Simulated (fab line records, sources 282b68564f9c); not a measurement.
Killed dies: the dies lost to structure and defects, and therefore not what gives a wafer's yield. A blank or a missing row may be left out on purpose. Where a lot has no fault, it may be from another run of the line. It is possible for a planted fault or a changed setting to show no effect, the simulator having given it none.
Which tool is to blame? ; flow ritCmos ; 42 wafers from 14 lots sampled at 5 of the route's 202 steps

== WHAT THE GAUGES SHOWED, per wafer ==
RIT_ACTIVE_BOW_MEAS_00.
lot;measured;on;INCOMING_BOW (um)
L596;day 1 10:02;filmMetro-02;-3 1 -7
L598;day 1 20:00;filmMetro-02;0 5 1
L599;day 2 01:02;filmMetro-02;5 2 0
L601;day 2 11:04;filmMetro-04;2 -3 -11
L603;day 2 21:00;filmMetro-04;1 -14 1
L604;day 3 02:00;filmMetro-02;7 2 -7
L606;day 3 12:00;filmMetro-04;6 -7 -10
L608;day 3 22:01;filmMetro-04;-7 -4 8
L611;day 4 13:01;filmMetro-02;-1 6 -3
L612;day 4 18:01;filmMetro-04;0 0 1
L613;day 4 23:00;filmMetro-02;-6 -9 -2
L615;day 5 09:01;filmMetro-04;-2 -8 3
L616;day 5 14:00;filmMetro-04;-10 2 12
L618;day 6 00:01;filmMetro-04;-5 0 5

RIT_FOX2_THK_MEAS_01.
lot;measured;on;FOX2_OXIDE_THK (nm)
L596;day 1 19:31;filmMetro-04;335 339 335
L598;day 2 05:26;filmMetro-01;356 356 353
L599;day 2 10:01;filmMetro-04;358 354 361
L601;day 2 20:58;filmMetro-01;353 358 350
L603;day 3 05:53;filmMetro-01;363 360 358
L604;day 3 12:00;filmMetro-01;343 343 343
L606;day 3 21:11;filmMetro-01;350 346 350
L608;day 4 06:27;filmMetro-01;343 345 343
L611;day 4 21:54;filmMetro-01;350 346 347
L612;day 5 02:59;filmMetro-03;344 350 355
L613;day 5 07:28;filmMetro-04;354 346 349
L615;day 5 17:21;filmMetro-01;354 359 355
L616;day 5 22:58;filmMetro-04;356 350 350
L618;day 6 09:10;filmMetro-01;348 349 347

RIT_M1_CD_MEAS_90: target cd 2600 nm.
lot;measured;on;cdNm (nm)
L596;day 3 13:00;cdSem-02;2600.3 2597.4 2600.4
L598;day 3 23:07;cdSem-01;2599.6 2599.0 2598.4
L599;day 4 00:54;cdSem-01;2598.7 2600.1 2599.4
L601;day 4 09:29;cdSem-01;2597.7 2601.1 2600.5
L603;day 4 17:19;cdSem-02;2601.5 2602.2 2600.9
L604;day 5 00:03;cdSem-01;2598.8 2597.6 2597.2
L606;day 5 09:37;cdSem-02;2605.3 2603.9 2603.2
L608;day 5 18:33;cdSem-02;2557.4 2600.1 2557.6 2557.6 2600.6 2557.5
L611;day 6 11:22;cdSem-01;2555.1 2599.5 2556.5 2555.2 2599.4 2556.1
L612;day 6 16:18;cdSem-02;2598.2 2596.1 2597.2
L613;day 6 20:28;cdSem-02;2600.0 2601.6 2601.6
L615;day 7 06:37;cdSem-02;2601.2 2597.6 2600.1
L616;day 7 11:49;cdSem-02;2600.3 2603.2 2599.6
L618;day 7 22:11;cdSem-01;2600.0 2598.8 2600.4

== TOOL THAT RAN EACH LOT (tool first, then ch and the chambers of the sampled wafers, then the start) ==
lot;RIT_CONTACT_STRIP_12;RIT_M1_METAL_ETCH_12
L596;plasmaAsher-02 ch 0,1, day 3 09:58;rieMetal-03 ch 0,1, day 3 12:30
L598;plasmaAsher-01 ch 0,1, day 3 20:04;rieMetal-04 ch 0,1, day 3 22:36
L599;plasmaAsher-03 ch 0,1, day 3 21:41;rieMetal-03 ch 0, day 4 00:17
L601;plasmaAsher-02 ch 0,1, day 4 06:20;rieMetal-04 ch 0,1, day 4 08:58
L603;plasmaAsher-03 ch 0,1, day 4 14:23;rieMetal-01 ch 0,1, day 4 16:49
L604;plasmaAsher-03 ch 0,1, day 4 20:46;rieMetal-04 ch 0,1, day 4 23:32
L606;plasmaAsher-01 ch 0,1, day 5 06:28;rieMetal-01 ch 0,1, day 5 09:06
L608;plasmaAsher-01 ch 0,1, day 5 15:25;rieMetal-03 ch 0,1, day 5 18:01
L611;plasmaAsher-01 ch 0,1, day 6 08:15;rieMetal-03 ch 0,1, day 6 10:50
L612;plasmaAsher-03 ch 0,1, day 6 13:11;rieMetal-01 ch 0,1, day 6 15:43
L613;plasmaAsher-03 ch 0,1, day 6 17:32;rieMetal-04 ch 1, day 6 19:57
L615;plasmaAsher-01 ch 0,1, day 7 03:41;rieMetal-01 ch 0,1, day 7 06:05
L616;plasmaAsher-02 ch 0,1, day 7 08:53;rieMetal-04 ch 0,1, day 7 11:17
L618;plasmaAsher-02 ch 0,1, day 7 19:06;rieMetal-01 ch 0,1, day 7 21:38
- RIT_CONTACT_STRIP_12: strips in O2, time 187.2 s.
- RIT_M1_METAL_ETCH_12: etches Al in Cl2/BCl3, stops on SiO2, time 165 s, target depth 600 nm.

== WHAT THE TOOLS THEMSELVES READ (means of the sampled wafers that have a number; where no wafer has one, the mark that the record gives instead) ==
RIT_CONTACT_STRIP_12.
lot;tool;drypumpMotorCurrentA (A)
L596;plasmaAsher-02;5.4
L598;plasmaAsher-01;5.7
L599;plasmaAsher-03;5.7
L601;plasmaAsher-02;5.5
L603;plasmaAsher-03;5.6
L604;plasmaAsher-03;5.7
L606;plasmaAsher-01;5.7
L608;plasmaAsher-01;5.7
L611;plasmaAsher-01;5.9
L612;plasmaAsher-03;5.5
L613;plasmaAsher-03;5.7
L615;plasmaAsher-01;5.9
L616;plasmaAsher-02;5.4
L618;plasmaAsher-02;5.4

RIT_M1_METAL_ETCH_12.
lot;tool;drypumpMotorCurrentA (A);oesProductAu (a.u.);rfFwdPowerW (W);throttleValvePct (%)
L596;rieMetal-03;5.2;0.776;248.5;8.46
L598;rieMetal-04;6.4;0.786;249.4;8.31
L599;rieMetal-03;5.2;0.773;248.5;8.44
L601;rieMetal-04;6.2;0.789;248.1;8.22
L603;rieMetal-01;6.3;0.791;248.8;8.42
L604;rieMetal-04;6.4;0.788;249.7;8.31
L606;rieMetal-01;6.1;0.780;248.7;8.35
L608;rieMetal-03;5.2;0.775;365.4;8.46
L611;rieMetal-03;5.2;0.769;365.5;8.46
L612;rieMetal-01;6.0;0.774;249.1;8.36
L613;rieMetal-04;6.0;0.803;249.8;8.15
L615;rieMetal-01;6.0;0.781;249.0;8.35
L616;rieMetal-04;6.2;0.790;248.5;8.24
L618;rieMetal-01;6.3;0.779;249.3;8.42

== THE ANSWER, worked out from the rows above alone ==
Rule: what is usual is taken from the lots themselves. Put in order of their means at a reading, lots are off if they are a third of the lots or fewer, leave a main group of 4 or more, and stand apart from it by a gap of 3 or more times the standard deviation of the main group's means; of several such gaps the widest counts. The tables above print the reading to a certain number of digits; a main group whose means all agree to those digits is not used. Also off: a lot with no number at a reading for which 4 or more lots have one. Where the step has rows for the other lots, those lots are counted as sound. The gauges are gone through in route order, then the tools' own readings, and for those a lot's mean is taken as printed above. At the first step where some lot is off, the reading lying furthest off is the one used; lots without a number count as furthest.
Off: L608, L611 (RIT_M1_CD_MEAS_90, cdNm). Mean 2600.0 nm and standard deviation 1.7 in the main group.
A tool fits if, at a process step before that reading, it ran every lot that is off, and no sound lot after the first of them. The gauges at RIT_M1_CD_MEAS_90 aren't tried: what is off there is off at RIT_M1_METAL_ETCH_12 too, on other tools, and a gauge's error can't cause that. One fits: RIT_M1_METAL_ETCH_12 on rieMetal-03. Its last sound lot is L599 (day 4 00:17), its first lot that is off L608 (day 5 18:01): a fault that began between those two fits.
The tool's own readings at RIT_M1_METAL_ETCH_12 bear it out: on the lots that are off they differ by more than 5 times the standard deviation of the sound lots' means. rfFwdPowerW reads 365.4 W there against 248.9 W on the sound lots.

== WHAT THE SIMULATOR PUT IN ==
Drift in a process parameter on rieMetal-03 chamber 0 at RIT_M1_METAL_ETCH_12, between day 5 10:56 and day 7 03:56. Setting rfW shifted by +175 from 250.
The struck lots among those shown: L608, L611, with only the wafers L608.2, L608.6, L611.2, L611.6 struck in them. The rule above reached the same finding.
